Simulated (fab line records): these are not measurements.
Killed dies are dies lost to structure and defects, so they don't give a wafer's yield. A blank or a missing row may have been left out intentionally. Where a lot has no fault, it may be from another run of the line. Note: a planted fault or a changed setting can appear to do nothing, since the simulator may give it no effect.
Which of the tools did it? :: flow ritCmos :: 45 wafers from 15 lots sampled at 2 of the route's 202 steps

WHAT EACH GAUGE READ, for each wafer
The record lacks any reading of a measuring or inspecting step that a usual standard deviation could be used to judge.

WHICH TOOL RAN EACH LOT (tool, then ch and the chambers of the sampled wafers, then the start)
lot: L778
RIT_SILICIDE_RTA_04: rtpAnneal-01 ch 0, day 3 10:29
RIT_M1_PROBE_99: -

lot: L779
RIT_SILICIDE_RTA_04: rtpAnneal-02 ch 0, day 3 11:32
RIT_M1_PROBE_99: -

lot: L780
RIT_SILICIDE_RTA_04: rtpAnneal-01 ch 0, day 4 00:08
RIT_M1_PROBE_99: -

lot: L782
RIT_SILICIDE_RTA_04: rtpAnneal-01 ch 0, day 4 10:20
RIT_M1_PROBE_99: -

lot: L783
RIT_SILICIDE_RTA_04: rtpAnneal-02 ch 0, day 4 16:22
RIT_M1_PROBE_99: -

lot: L784
RIT_SILICIDE_RTA_04: rtpAnneal-01 ch 0, day 4 23:20
RIT_M1_PROBE_99: -

lot: L785
RIT_SILICIDE_RTA_04: rtpAnneal-01 ch 0, day 5 01:40
RIT_M1_PROBE_99: -

lot: L788
RIT_SILICIDE_RTA_04: rtpAnneal-01 ch 0, day 5 10:37
RIT_M1_PROBE_99: -

lot: L790
RIT_SILICIDE_RTA_04: rtpAnneal-01 ch 0, day 5 19:14
RIT_M1_PROBE_99: prober-02, day 6 02:23

lot: L791
RIT_SILICIDE_RTA_04: rtpAnneal-02 ch 0, day 6 01:22
RIT_M1_PROBE_99: -

lot: L792
RIT_SILICIDE_RTA_04: rtpAnneal-01 ch 0, day 6 03:11
RIT_M1_PROBE_99: -

lot: L793
RIT_SILICIDE_RTA_04: rtpAnneal-02 ch 0, day 6 09:53
RIT_M1_PROBE_99: -

lot: L795
RIT_SILICIDE_RTA_04: rtpAnneal-02 ch 0, day 6 19:30
RIT_M1_PROBE_99: prober-01, day 7 02:07

lot: L800
RIT_SILICIDE_RTA_04: rtpAnneal-02 ch 0, day 8 01:52
RIT_M1_PROBE_99: -

lot: L801
RIT_SILICIDE_RTA_04: rtpAnneal-02 ch 0, day 8 06:50
RIT_M1_PROBE_99: -
- RIT_SILICIDE_RTA_04: time 10 s, ramp up 5 s, ramp down 5 s.
- RIT_M1_PROBE_99

WHAT THE TOOLS THEMSELVES READ (means of the sampled wafers that have a number; where no wafer has one, the mark that the record gives instead)
RIT_SILICIDE_RTA_04.
lot: L778
tool: rtpAnneal-01
chamberO2Ppm: 2.007
wafer_temp_C_max: 651.8

lot: L779
tool: rtpAnneal-02
chamberO2Ppm: 2.013
wafer_temp_C_max: 654.2

lot: L780
tool: rtpAnneal-01
chamberO2Ppm: 2.003
wafer_temp_C_max: 652.2

lot: L782
tool: rtpAnneal-01
chamberO2Ppm: 2.056
wafer_temp_C_max: 652.3

lot: L783
tool: rtpAnneal-02
chamberO2Ppm: 1.988
wafer_temp_C_max: 653.6

lot: L784
tool: rtpAnneal-01
chamberO2Ppm: 2.014
wafer_temp_C_max: 651.8

lot: L785
tool: rtpAnneal-01
chamberO2Ppm: 1.968
wafer_temp_C_max: 653.4

lot: L788
tool: rtpAnneal-01
chamberO2Ppm: 1502.000
wafer_temp_C_max: 652.2

lot: L790
tool: rtpAnneal-01
chamberO2Ppm: 1502.000
wafer_temp_C_max: 652.4

lot: L791
tool: rtpAnneal-02
chamberO2Ppm: 1.984
wafer_temp_C_max: 653.8

lot: L792
tool: rtpAnneal-01
chamberO2Ppm: 1502.000
wafer_temp_C_max: 652.3

lot: L793
tool: rtpAnneal-02
chamberO2Ppm: 1.983
wafer_temp_C_max: 653.7

lot: L795
tool: rtpAnneal-02
chamberO2Ppm: 2.012
wafer_temp_C_max: 653.9

lot: L800
tool: rtpAnneal-02
chamberO2Ppm: 2.010
wafer_temp_C_max: 653.0

lot: L801
tool: rtpAnneal-02
chamberO2Ppm: 2.012
wafer_temp_C_max: 653.4

RIT_M1_PROBE_99.
lot: L790
tool: prober-02
killedAtFrontEnd: 6.0
killedDies: 6.0
killedOpen: 3.0
killedShort: 3.0

lot: L795
tool: prober-01
killedAtFrontEnd: 7.3
killedDies: 7.3
killedOpen: 3.7
killedShort: 3.7

THE ANSWER, worked out from the rows above alone
Rule: usual is defined by the lots themselves. The widest of any qualifying gaps counts: lots, ordered by their means at a reading, are off when they make up no more than a third of the lots, leave a main group of 4 or more, and stand apart from it by 3 or more times the standard deviation of that group's means. A main group whose means are all the same, to the digits that the tables above print for the reading, isn't used. Also off: a lot with no number at a reading for which 4 or more lots have one. All remaining lots with rows at the step are treated as sound. After the gauges, taken in route order, come the tools' own readings; for these a lot's mean is taken, as printed above. The first step at which some lot is off is used, and at that step the reading that is off furthest; a lot without a number counts as furthest.
Off: L788, L790, L792 (RIT_SILICIDE_RTA_04, chamberO2Ppm). For the main group the mean is 2.004 and the standard deviation 0.021.
If a tool, at that step or one of the process steps before it, ran each lot that is off and ran no sound lot following the first of them, it fits. One fits: RIT_SILICIDE_RTA_04 on rtpAnneal-01. Its last sound lot is L785 (day 5 01:40), its first lot that is off L788 (day 5 10:37): a fault that began between those two fits.
The tool's own readings at RIT_SILICIDE_RTA_04 bear it out: on the lots that are off they differ by more than 5 times the standard deviation of the sound lots' means. chamberO2Ppm reads 1502.000 there against 2.004 on the sound lots.

WHAT THE SIMULATOR HAD INSERTED
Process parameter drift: rtpAnneal-01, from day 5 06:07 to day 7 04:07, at RIT_SILICIDE_RTA_04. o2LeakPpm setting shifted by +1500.
Lots struck among those shown: L788, L790, L792. The rule given above showed the same thing.
